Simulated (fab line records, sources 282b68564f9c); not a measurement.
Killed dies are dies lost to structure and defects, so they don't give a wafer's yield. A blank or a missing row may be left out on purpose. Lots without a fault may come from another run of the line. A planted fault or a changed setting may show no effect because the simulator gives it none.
One fault seen from 2 desks | flow rit_cmos | each desk has only its own numbers; what lay behind them comes last

THE METROLOGY DESK
What the gauges read, lot by lot, whatever tool the lot ran on: means of the sampled wafers that have a number. A lot is out of limits, marked OUT, if its mean lies more than 4 standard deviations from the usual mean; the brackets give that distance.
Columns: A = NSD_TW at RIT_NSD_TW_MEAS_10, usual 3115
lot  | first seen here | A
L921 | day 3 04:11     | 3104
L922 | day 3 09:14     | 3109
L923 | day 3 11:17     | 3119
L925 | day 4 04:32     | 3123
L928 | day 4 19:35     | 3146
L930 | day 5 05:53     | 3161 (+4.2) OUT
L932 | day 5 17:26     | 3126
L936 | day 6 05:50     | 3121
L938 | day 6 18:52     | 3120
L943 | day 7 23:28     | 3112
L944 | day 8 11:24     | 3109
This desk's finding: out of limits on L930; first on L930, day 5 05:53 (NSD_TW at RIT_NSD_TW_MEAS_10). In limits: L921, L922, L923, L925, L928, L932, L936, L938, L943, L944.

THE TOOL OWNER'S DESK: implanter-01
The tool's own readings at RIT_NSD_IMPLANT_08: means of the sampled wafers that have a number, for each lot that ran on this tool. A lot is out of limits, marked OUT, if its mean lies more than 4 standard deviations from the usual mean; the brackets give that distance.
Columns: A = beam_energy_keV at RIT_NSD_IMPLANT_08, usual 25.000
lot  | first seen here | A
L921 | day 3 03:54     | 24.998
L922 | day 3 08:55     | 24.998
L925 | day 4 04:13     | 25.003
L928 | day 4 19:17     | 25.916 (+99 or more) OUT
L930 | day 5 05:35     | 25.933 (+99 or more) OUT
This desk's finding: out of limits on L928, L930; first on L928, day 4 19:17 (beam_energy_keV at RIT_NSD_IMPLANT_08). In limits: L921, L922, L925.

PUT TOGETHER
The tool owner's desk could have raised an alarm at day 4 19:17, on L928, L930.
The metrology desk could have raised an alarm at day 5 05:53, on L930.
The metrology desk has L928 on record, within its limits.
Of the lots named, all ran RIT_NSD_IMPLANT_08 on implanter-01.

WHAT THE SIMULATOR HAD PUT IN
Process parameter drift: implanter-01, from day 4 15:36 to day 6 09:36, at RIT_NSD_IMPLANT_08. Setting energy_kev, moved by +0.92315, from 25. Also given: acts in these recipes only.
Lots struck among those shown: L928, L930.
Hours from the fault's start to each desk's first reading out of limits: the tool owner's desk, 4; the metrology desk, 14.
